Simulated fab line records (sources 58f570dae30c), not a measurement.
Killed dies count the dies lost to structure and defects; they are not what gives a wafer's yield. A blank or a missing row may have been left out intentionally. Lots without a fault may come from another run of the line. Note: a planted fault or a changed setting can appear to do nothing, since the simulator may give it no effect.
A struck lot beside a sound one :: flow berkeley cmos170 :: 31 steps out of a route of 331
Sound: these wafers, L202.1, L202.3, L202.5. Wafers L219.1, L219.3, L219.5 were the ones struck. The cause is given at the end.
For every step that has rows: the tool of each side, followed by ch and its chambers, followed by its first start. Under that, the readings that differ: sound wafers :: struck wafers :: difference of the means :: sigmas: that difference in standard deviations of wafers without a fault.
alike: a reading whose means differ by less than 2 such deviations, as well as words and numbers matching on both sides. not compared: withheld readings; readings where some wafer has no value; bounds like >300 that might hide an equal value; numbers whose values overlap and for which the record gives no deviation.
Wherever a step has rows on one side only, a row that says differs or no value, or a row with sigmas, the two part there. When numbers do not overlap yet have no deviation, they are printed without sigmas and do not part them. A reading that every wafer of one side lacks parts them only if that side has two wafers or more.

first, 6 steps without rows for these wafers: UCB170_M2_COAT_09; UCB170_M2_COAT_10 (resist thk 900 nm); UCB170_M2_SOFTBAKE_11 (time 60 s); UCB170_M2_EXPOSE_12 (exposes mask METAL2, target cd 700 nm); UCB170_M2_PEB_13; UCB170_M2_DEVELOP_14 (develop time 45 s).
UCB170_M2_CD_MEAS_15: the cd target is 700 nm.
  struck on cd sem-02, day 12 08:29; sound on cd sem-01, day 8 16:19
  alike: cd nm
UCB170_M2_OVL_MEAS_16:
  struck on overlay-01, day 12 08:37; sound on overlay-01, day 8 16:26
  alike: M2_OVL
UCB170_M2_ETCH_17: etches BARC in N2/H2.
  sound on rie diel-01 ch 1,3, day 8 16:28; struck on rie diel-02 ch 0,1,2, day 12 08:39
  alike: drypump motor current A, n2 flow sccm, oes product au, rf fwd power W, throttle valve pct
UCB170_M2_METAL_ETCH_18: etches Al in Cl2/BCl3, stops on SiO2, target depth 1170 nm, time 195 s.
  sound on rie metal-03 ch 0,1, day 8 16:31; struck on rie metal-03 ch 0, day 12 08:41
  alike: drypump motor current A, mfc cl2 sccm, oes product au, rf fwd power W, throttle valve pct
  not compared: rf hours counter h
UCB170_M2_STRIP_19: strips in O2.
  sound on plasma asher-01 ch 0,1, day 8 16:42; struck on plasma asher-01 ch 0,1, day 12 08:53
  alike: drypump motor current A, oes product au
  not compared: rf hours counter h
UCB170_M2_CD_MEAS_90: the cd target is 700 nm.
  struck on cd sem-01, day 12 08:59; sound on cd sem-02, day 8 16:48
  alike: cd nm
UCB170_V2_CVD_00: deposits SiO2 from TEOS/O2, target thk 2000 nm, time 250 s.
  sound on pecvd-04 ch 1,2, day 8 16:55; struck on pecvd-04 ch 0,1,2, day 12 09:06
reading: model.SiO2_of_V2_CVD_00.thk nm (nm)
sound: 1982 1983 2016
struck: 961.9 996.2 983.7
difference: -1013.1
sigmas: 
  alike: heater power w, rf fwd power W
UCB170_V2_THK_MEAS_01:
  struck on film metro-01, day 12 09:29; sound on film metro-04, day 8 17:04
reading: V2_TEOS_THK (nm)
sound: 1981 1986 2016
struck: 962 997 983
difference: -1014
sigmas: -41
  not compared: hold
UCB170_V2_CMP_02: polishes SiO2.
  sound on cmp-01 ch 0,1,2, day 8 17:14; struck on cmp-01 ch 0,1,2, day 12 10:59
reading: hold
sound: - - -
struck: await dispo/1.4h/release await dispo/1.4h/release await dispo/1.4h/release
difference: no value on the sound wafers
sigmas: 
  alike: head pressure psi, motor current A
UCB170_V2_BOW_MEAS_03:
  struck on film metro-04, day 12 11:31; sound on film metro-01, day 8 17:26
reading: V2_BOW (um)
sound: 38 41 32
struck: - - -
difference: no value on the struck wafers
sigmas: 
  not compared: hold
UCB170_V2_THK_MEAS_04:
  struck on film metro-04, day 12 17:48; sound on film metro-01, day 8 17:33
reading: hold
sound: - - -
struck: await dispo/6.2h/release await dispo/6.2h/release await dispo/6.2h/release
difference: no value on the sound wafers
sigmas: 

reading: V2_POLISHED_THK (nm)
sound: 1000.1 1000.0 999.8
struck: 961.6 996.0 983.6
difference: -19.6
sigmas: -15
then, 7 steps without rows for these wafers: UCB170_V2_CLEAN_05 (cleans in DIW); UCB170_V2_HMDS_06 (prime time 60 s); UCB170_V2_COAT_07 (resist thk 900 nm); UCB170_V2_SOFTBAKE_08 (time 60 s); UCB170_V2_EXPOSE_09 (exposes mask VIA2, target cd 700 nm); UCB170_V2_PEB_10; UCB170_V2_DEVELOP_11 (develop time 45 s).
UCB170_V2_CD_MEAS_12: the cd target is 700 nm.
  struck on cd sem-02, day 12 19:05; sound on cd sem-01, day 8 19:14
reading: cd nm (nm)
sound: 700.0 701.1 700.7
struck: 697.9 697.0 696.6
difference: -3.4
sigmas: -2
UCB170_V2_OVL_MEAS_13:
  struck on overlay-02, day 12 19:12; sound on overlay-02, day 8 19:22
  alike: V2_OVL
UCB170_V2_ETCH_14: etches SiO2 in CHF3/CF4/Ar, stops on Al, target depth 1250 nm, time 291 s.
  sound on rie diel-04 ch 1,2, day 8 19:24; struck on rie diel-03 ch 0,1, day 12 19:14
reading: model.etch.depth nm (nm)
sound: 1000 999.5 999.8
struck: 961.9 996.2 983.7
difference: -19.2
sigmas: 

reading: model.V2.feature depth nm (nm)
sound: 1001 1000 1000
struck: 961.9 996.2 983.9
difference: -19.7
sigmas: 
  alike: drypump motor current A, mfc ar sccm, oes product au, rf fwd power W, throttle valve pct
  not compared: rf hours counter h
then, 1 step without rows for these wafers: UCB170_V2_STRIP_15 (strips in O2).
UCB170_V2_CD_MEAS_90: the cd target is 700 nm.
  struck on cd sem-01, day 12 19:37; sound on cd sem-01, day 8 19:41
reading: cd nm (nm)
sound: 701.4 701.1 700.8
struck: 697.6 697.0 698.2
difference: -3.5
sigmas: -2
UCB170_M3_PRE_CLEAN_00: preclean etch time 60 s.
  struck on pvd sputter-03, day 12 19:44; sound on pvd sputter-03, day 8 19:48
reading: model.SiO2_of_V2_CVD_00.thk nm (nm)
sound: 994.8 994.2 994.4
struck: 956.6 990.8 978.3
difference: -19.2
sigmas: 
UCB170_M3_SPUTTER_01: material Al, target thk 900 nm, time 120 s.
  struck on pvd sputter-03, day 12 19:48; sound on pvd sputter-03, day 8 19:52
  alike: throttle valve pct

WHERE THEY PART
At UCB170_V2_THK_MEAS_01 first; at UCB170_V2_CD_MEAS_90 last (within this record only). Later steps at which nothing parts them and some readings are alike: UCB170_M3_SPUTTER_01.

WHY: whatever the simulator had introduced
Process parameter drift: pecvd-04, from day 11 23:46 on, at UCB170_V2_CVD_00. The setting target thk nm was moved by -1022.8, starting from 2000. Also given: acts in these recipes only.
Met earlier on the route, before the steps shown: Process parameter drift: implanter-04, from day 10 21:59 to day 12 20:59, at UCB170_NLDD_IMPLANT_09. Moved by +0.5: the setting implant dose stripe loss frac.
